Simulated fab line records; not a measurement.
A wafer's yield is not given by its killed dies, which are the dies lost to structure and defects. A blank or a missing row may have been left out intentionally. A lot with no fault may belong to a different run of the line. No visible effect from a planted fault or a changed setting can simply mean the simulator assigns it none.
Split-lot experiment / flow rit_cmos / 23 wafers read across 5 lots, on a route 202 steps long

== SPLIT DETAILS ==
At RIT_PSD_IMPLANT_08, the setting energy_kev was moved away from the recipe's 27 on 9 of the 23 wafers read, by -4.9% to +1.6%. This setting was run at the recipe's value on the other wafers.

== FROM THE SPLIT TO THE READING: what the file shows between them, 3 steps ==
- RIT_PSD_STRIP_09: strips in O2, time 180 s
- RIT_SDANNEAL_CLEAN_02: cleans in SC2, time 600 s
- RIT_SDANNEAL_RTA_03: time 5 s

== THE READING ==
At RIT_SDANNEAL_RS_MEAS_04, a four-point-probe measurement gives PSD_RS in ohm/sq. A value of 115.95 ohm/sq with a standard deviation of 0.28 ohm/sq is what fault-free wafers of this fab line usually give.

wafer=L078.2; tool, chamber at the split=implanter-04, 0; energy_kev as run=27; against the recipe=recipe; PSD_RS, ohm/sq=115.62; against lot-mates on the recipe=-
wafer=L078.3; tool, chamber at the split=implanter-04, 0; energy_kev as run=27; against the recipe=recipe; PSD_RS, ohm/sq=115.89; against lot-mates on the recipe=-
wafer=L078.4; tool, chamber at the split=implanter-04, 0; energy_kev as run=27; against the recipe=recipe; PSD_RS, ohm/sq=115.54; against lot-mates on the recipe=-
wafer=L078.5; tool, chamber at the split=implanter-04, 0; energy_kev as run=27; against the recipe=recipe; PSD_RS, ohm/sq=115.94; against lot-mates on the recipe=-
wafer=L078.6; tool, chamber at the split=implanter-04, 0; energy_kev as run=27; against the recipe=recipe; PSD_RS, ohm/sq=115.70; against lot-mates on the recipe=-
wafer=L080.2; tool, chamber at the split=implanter-03, 0; energy_kev as run=27; against the recipe=recipe; PSD_RS, ohm/sq=116.09; against lot-mates on the recipe=-
wafer=L080.4; tool, chamber at the split=implanter-03, 0; energy_kev as run=27; against the recipe=recipe; PSD_RS, ohm/sq=116.06; against lot-mates on the recipe=-
wafer=L080.6; tool, chamber at the split=implanter-03, 0; energy_kev as run=27; against the recipe=recipe; PSD_RS, ohm/sq=115.96; against lot-mates on the recipe=-
wafer=L082.1; tool, chamber at the split=implanter-04, 0; energy_kev as run=25.69; against the recipe=-4.9%; PSD_RS, ohm/sq=118.99; against lot-mates on the recipe=+3.05
wafer=L082.2; tool, chamber at the split=implanter-04, 0; energy_kev as run=27; against the recipe=recipe; PSD_RS, ohm/sq=116.19; against lot-mates on the recipe=-
wafer=L082.3; tool, chamber at the split=implanter-04, 0; energy_kev as run=25.69; against the recipe=-4.9%; PSD_RS, ohm/sq=118.84; against lot-mates on the recipe=+2.90
wafer=L082.4; tool, chamber at the split=implanter-04, 0; energy_kev as run=25.69; against the recipe=-4.9%; PSD_RS, ohm/sq=118.75; against lot-mates on the recipe=+2.81
wafer=L082.5; tool, chamber at the split=implanter-04, 0; energy_kev as run=27; against the recipe=recipe; PSD_RS, ohm/sq=115.69; against lot-mates on the recipe=-
wafer=L083.1; tool, chamber at the split=implanter-03, 0; energy_kev as run=27.42; against the recipe=+1.6%; PSD_RS, ohm/sq=114.87; against lot-mates on the recipe=-1.13
wafer=L083.2; tool, chamber at the split=implanter-03, 0; energy_kev as run=27.42; against the recipe=+1.6%; PSD_RS, ohm/sq=115.05; against lot-mates on the recipe=-0.95
wafer=L083.3; tool, chamber at the split=implanter-03, 0; energy_kev as run=27; against the recipe=recipe; PSD_RS, ohm/sq=115.97; against lot-mates on the recipe=-
wafer=L083.4; tool, chamber at the split=implanter-03, 0; energy_kev as run=27.42; against the recipe=+1.6%; PSD_RS, ohm/sq=115.21; against lot-mates on the recipe=-0.80
wafer=L083.6; tool, chamber at the split=implanter-03, 0; energy_kev as run=27; against the recipe=recipe; PSD_RS, ohm/sq=116.04; against lot-mates on the recipe=-
wafer=L084.2; tool, chamber at the split=implanter-04, 0; energy_kev as run=27; against the recipe=recipe; PSD_RS, ohm/sq=115.30; against lot-mates on the recipe=-
wafer=L084.3; tool, chamber at the split=implanter-04, 0; energy_kev as run=25.9; against the recipe=-4.1%; PSD_RS, ohm/sq=118.08; against lot-mates on the recipe=+2.68
wafer=L084.4; tool, chamber at the split=implanter-04, 0; energy_kev as run=27; against the recipe=recipe; PSD_RS, ohm/sq=115.50; against lot-mates on the recipe=-
wafer=L084.5; tool, chamber at the split=implanter-04, 0; energy_kev as run=25.9; against the recipe=-4.1%; PSD_RS, ohm/sq=118.11; against lot-mates on the recipe=+2.71
wafer=L084.6; tool, chamber at the split=implanter-04, 0; energy_kev as run=25.9; against the recipe=-4.1%; PSD_RS, ohm/sq=118.43; against lot-mates on the recipe=+3.03

FIT RESULTS
A straight line over all 23 wafers: PSD_RS changes by -0.598 ohm/sq for each +1% of energy_kev; r = -0.98; the points scatter about the line by 0.24 ohm/sq.
The same after taking each lot's own level away (the mean of its wafers on the recipe; 23 wafers): -0.635 ohm/sq for each +1%; r = -0.99; scatter 0.18 ohm/sq.
According to that fit, moving energy_kev by its largest amount changes the reading by 3.1 ohm/sq.
Measured against the standard deviation above, the lots' own levels, which go from 115.400 to 116.037 ohm/sq, span 2.3 times it.
Hence the lot-to-lot level has little effect on the slope; both slopes agree.
Check: with one of the wafers moved furthest among these (-4.9%) left out of the fit, the line predicts +3.1 ohm/sq for it against its lot-mates. Against them it came out at +3.05 ohm/sq.

== OTHER SPLITS APPLIED TO THESE WAFERS ==
Before the reading, these wafers also passed through other splits. Each is held against what the fit with the lots' levels taken away leaves over:
other split on the same wafers=RIT_GATE_ETCH_19 time_s; wafers away from the commonest value=7; r with PSD_RS (lot level and that fit taken away)=-0.44
other split on the same wafers=RIT_NLDD_IMPLANT_08 energy_kev; wafers away from the commonest value=9; r with PSD_RS (lot level and that fit taken away)=-0.04
other split on the same wafers=RIT_PLDD_COAT_01 spin_rpm; wafers away from the commonest value=9; r with PSD_RS (lot level and that fit taken away)=+0.61
other split on the same wafers=RIT_PLDD_IMPLANT_08 energy_kev; wafers away from the commonest value=8; r with PSD_RS (lot level and that fit taken away)=-0.45
other split on the same wafers=RIT_SPACER_CVD_03 pressure_mtorr; wafers away from the commonest value=18; r with PSD_RS (lot level and that fit taken away)=+0.36
other split on the same wafers=RIT_NSD_IMPLANT_08 dose_cm2; wafers away from the commonest value=11; r with PSD_RS (lot level and that fit taken away)=-0.01

== THE WHOLE CHAIN: every reading that the file lists as answering this split, in the file's order ==
step=RIT_PSD_IMPLANT_08; what it does=; reading=implant.rp_nm (the simulator's own value, which no gauge read); change (the file's fit)=+0.175 nm for each +1% of the setting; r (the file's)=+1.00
step=RIT_PSD_IMPLANT_08; what it does=; reading=implant.drp_nm (the simulator's own value, which no gauge read); change (the file's fit)=+0.0854 nm for each +1% of the setting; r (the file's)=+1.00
step=RIT_SDANNEAL_RS_MEAS_04; what it does=measures by four-point-probe; reading=PSD_RS; change (the file's fit)=-0.637 for each +1% of the setting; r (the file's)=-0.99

== THE FILE'S OWN FIT ==
PSD_RS changes by -0.637 ohm/sq for each +1% of energy_kev, r = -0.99.
